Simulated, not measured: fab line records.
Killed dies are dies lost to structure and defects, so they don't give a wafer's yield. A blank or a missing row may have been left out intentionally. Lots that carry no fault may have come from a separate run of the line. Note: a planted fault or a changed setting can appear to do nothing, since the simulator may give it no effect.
Comparing a struck lot with a sound one	flow rit_cmos	21 steps out of a route of 202
Sound: wafers L471.1, L471.3, L471.5. The struck wafers were L481.2, L481.5, L481.6. Last of all comes the cause.
Order at every step that has rows: each side's tool, ch and its chambers, its first start. Under that, the readings that differ: sound wafers	struck wafers	difference of the means	sigmas: that difference in standard deviations of wafers without a fault.
alike: words and numbers the same on both sides, and readings whose means are apart by under 2 such deviations; not compared: readings that were withheld, readings missing a value for some wafer, numbers with overlapping values and no deviation given by the record, and bounds like >300 which may hide the same value.
A row with sigmas, a row that says differs or no value, or rows on one side alone: a step with any of these is where the two part. When numbers do not overlap yet have no deviation, they are printed without sigmas and do not part them. Lack of a reading on every wafer of one side parts them only where that side has two or more wafers.

first, 3 steps without rows for these wafers: RIT_GATE_CLEAN_02 (cleans in dHF, time 30 s); RIT_GATE_CLEAN_03 (cleans in SC2, time 600 s); RIT_GATE_CLEAN_04 (cleans in dHF, time 60 s).
RIT_FOX2_THK_MEAS_91:
  sound on film_metro-04 at day 2 22:54; struck on film_metro-04 at day 5 03:46
  alike: FIELD_OXIDE_LEFT_2_THK
then, 2 steps without rows for these wafers: RIT_GATE_OXIDATION_05 (target thk 3 nm, ox time 270 s); RIT_GATE_ANNEAL_06 (time 600 s).
RIT_GATE_THK_MEAS_07:
  sound on film_metro-04 at day 3 01:19; struck on film_metro-04 at day 5 07:02
  alike: GATE_OXIDE_THK
then, 1 step without rows for these wafers: RIT_GATE_CVD_08 (deposits poly-Si from SiH4, target thk 250 nm, time 2220 s).
RIT_GATE_THK_MEAS_09:
  sound on film_metro-04 at day 3 03:00; struck on film_metro-04 at day 5 10:44
  alike: GATE_POLY_THK
then, 3 steps without rows for these wafers: RIT_GATE_HMDS_10 (prime time 60 s); RIT_GATE_COAT_11 (resist thk 850 nm); RIT_GATE_SOFTBAKE_12 (time 60 s).
RIT_GATE_EXPOSE_13: exposes mask M6, target cd 150 nm.
  sound on iline_stepper-02 ch 0, day 3 03:38; struck on iline_stepper-01 ch 0, day 5 11:35
reading	sound	struck	difference	sigmas
mask	M6#0 M6#0 M6#0	M6_R1#0 M6_R1#0 M6_R1#0	differs	
then, 2 steps without rows for these wafers: RIT_GATE_PEB_14; RIT_GATE_DEVELOP_15 (develop time 50 s).
RIT_GATE_CD_MEAS_16: target cd 150 nm.
  sound on cd_sem-02 at day 3 04:02; struck on cd_sem-01 at day 5 11:59
reading	sound	struck	difference	sigmas
cd_nm (nm)	150.2 151.1 150.7	130.7 128.6 129.1	-21.2	-7
RIT_GATE_OVL_MEAS_17:
  sound on overlay-02 at day 3 04:09; struck on overlay-01 at day 5 12:05
  alike: GATE_OVL
then, 1 step without rows for these wafers: RIT_GATE_HARDBAKE_18 (time 60 s).
RIT_GATE_ETCH_19: etches poly-Si in SF6/CHF3/O2, stops on SiO2, time 165 s, target depth 312.5 nm.
  sound on rie_si-01 ch 0,2,3, day 3 04:22; struck on rie_si-02 ch 1,2, day 5 12:16
reading	sound	struck	difference	sigmas
model.GATE.cd_nm (nm)	150.2 151.2 150.6	130.8 129 129	-21.1	
  alike: drypump_motor_current_A, oes_product_au, throttle_valve_pct
  not compared: rf_hours_counter_h
RIT_GATE_STRIP_20: strips in O2, time 180 s.
  sound on plasma_asher-03 ch 1, day 3 04:29; struck on plasma_asher-02 ch 0,1, day 5 12:23
  alike: drypump_motor_current_A
  not compared: rf_hours_counter_h
RIT_M1_PROBE_99:
  sound on prober-01 at day 4 00:49; struck on prober-01 at day 6 09:58
reading	sound	struck	difference	sigmas
model.etest.pmos_0p3.r_on_ohm_um	6286 6530 6356	5805 5839 5756	-591	
model.etest.pmos_0p15.r_on_ohm_um	2728 2855 2776	2298 2275 2222	-521	
model.etest.pmos_turned.r_on_ohm_um	3343 3518 3339	2863 2905 2807	-542	
model.etest.nmos_0p15.r_on_ohm_um	1139 1177 1125	958.4 950.1 951.1	-193.8	
model.etest.nmos_0p3.r_on_ohm_um	2163 2233 2176	2014 1995 1994	-190	
model.etest.nmos_0p15.drive_ua_um	476.3 450.6 470.5	573 581.9 590	+116	
model.etest.pmos_0p15.drive_ua_um	258.7 246 255.1	321.9 323.1 330.1	+71.8	
model.etest.nmos_turned.drive_ua_um	352.4 330.6 348.1	397.9 394.4 411.6	+57.6	

## WHERE THEY PART
Last at RIT_GATE_CD_MEAS_16 as far as this record goes, first at RIT_GATE_EXPOSE_13. Later steps at which nothing parts them and some readings are alike: RIT_GATE_OVL_MEAS_17, RIT_GATE_ETCH_19, RIT_GATE_STRIP_20.

WHY: the cause the simulator had injected
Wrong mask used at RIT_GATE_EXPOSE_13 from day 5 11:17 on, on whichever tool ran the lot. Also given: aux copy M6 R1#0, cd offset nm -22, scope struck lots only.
